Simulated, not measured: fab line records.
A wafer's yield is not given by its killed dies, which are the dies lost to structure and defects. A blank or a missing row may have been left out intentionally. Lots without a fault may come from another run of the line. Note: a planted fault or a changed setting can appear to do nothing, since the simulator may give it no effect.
Which tool was responsible? / flow berkeley_cmos170 / 7 lots, 21 wafers sampled, at 4 steps of a route of 331

== WHAT EACH GAUGE READ, for each wafer ==
UCB170_NLDD_TW_MEAS_11.
lot=L345; measured=day 8 05:44; on=film_metro-01; NLDD_TW=2224 2220 2225
lot=L347; measured=day 9 01:05; on=film_metro-01; NLDD_TW=2227 2231 2226
lot=L351; measured=day 9 01:51; on=film_metro-02; NLDD_TW=2186 2188 2167
lot=L353; measured=day 9 05:29; on=film_metro-03; NLDD_TW=2216 2215 2210
lot=L354; measured=day 9 19:50; on=film_metro-02; NLDD_TW=2182 2189 2184
lot=L357; measured=day 10 08:29; on=film_metro-03; NLDD_TW=2070 2060 2070
lot=L359; measured=day 10 20:15; on=film_metro-01; NLDD_TW=2065 2069 2060

== EACH LOT AND THE TOOL THAT RAN IT (in order: tool; ch and the chambers of the sampled wafers; start) ==
lot=L345; UCB170_ACTIVE_STRIP_16=plasma_asher-02 ch 0,1, day 5 13:55; UCB170_PVT_STRIP_08=plasma_asher-03 ch 0,1, day 7 09:38; UCB170_NLDD_IMPLANT_08=implanter-01 ch 0, day 8 05:22
lot=L347; UCB170_ACTIVE_STRIP_16=plasma_asher-02 ch 0,1, day 6 09:24; UCB170_PVT_STRIP_08=plasma_asher-02 ch 0,1, day 8 04:13; UCB170_NLDD_IMPLANT_08=implanter-01 ch 0, day 9 00:43
lot=L351; UCB170_ACTIVE_STRIP_16=plasma_asher-01 ch 0,1, day 6 09:43; UCB170_PVT_STRIP_08=plasma_asher-02 ch 0,1, day 8 03:58; UCB170_NLDD_IMPLANT_08=implanter-04 ch 0, day 9 01:29
lot=L353; UCB170_ACTIVE_STRIP_16=plasma_asher-01 ch 0,1, day 6 21:50; UCB170_PVT_STRIP_08=plasma_asher-02 ch 0,1, day 8 11:37; UCB170_NLDD_IMPLANT_08=implanter-01 ch 0, day 9 05:05
lot=L354; UCB170_ACTIVE_STRIP_16=plasma_asher-01 ch 0,1, day 7 05:38; UCB170_PVT_STRIP_08=plasma_asher-04 ch 0,1, day 8 23:47; UCB170_NLDD_IMPLANT_08=implanter-01 ch 0, day 9 19:26
lot=L357; UCB170_ACTIVE_STRIP_16=plasma_asher-01 ch 0,1, day 7 17:26; UCB170_PVT_STRIP_08=plasma_asher-02 ch 0,1, day 9 10:19; UCB170_NLDD_IMPLANT_08=implanter-01 ch 0, day 10 08:05
lot=L359; UCB170_ACTIVE_STRIP_16=plasma_asher-03 ch 0,1, day 8 09:44; UCB170_PVT_STRIP_08=plasma_asher-03 ch 0,1, day 9 23:25; UCB170_NLDD_IMPLANT_08=implanter-01 ch 0, day 10 19:52
- UCB170_ACTIVE_STRIP_16: strips in O2.
- UCB170_PVT_STRIP_08: strips in O2.
- UCB170_NLDD_IMPLANT_08

== THE ANSWER, worked out from the rows above alone ==
Rule: the lots themselves supply what counts as usual. Put in order of their means at a reading, lots are off if they are a third of the lots or fewer, leave a main group of 4 or more, and stand apart from it by a gap of 3 or more times the standard deviation of the main group's means; of several such gaps the widest counts. Not used: any main group whose means are identical at the precision the tables above print for the reading. Also off: a lot with no number at a reading for which 4 or more lots have one. Where the step has rows for the other lots, those lots are counted as sound.
Off: at UCB170_NLDD_TW_MEAS_11 (NLDD_TW), L357, L359. The main group has a mean of 2206 with a standard deviation of 20.
A tool fits if, at a process step before that reading, it ran every lot that is off, and no sound lot after the first of them. Gauges at UCB170_NLDD_TW_MEAS_11: tried the same way as those tools. One fits: implanter-01 at UCB170_NLDD_IMPLANT_08. A fault onset in the window from L354 (day 9 19:26, its last sound lot) to L357 (day 10 08:05, its first lot off) fits.

== WHAT THE SIMULATOR PUT IN ==
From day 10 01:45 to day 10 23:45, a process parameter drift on implanter-01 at UCB170_NLDD_IMPLANT_08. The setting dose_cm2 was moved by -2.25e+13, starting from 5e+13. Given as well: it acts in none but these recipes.
Struck lots among those shown: L357, L359. This agrees with what the rule above found.
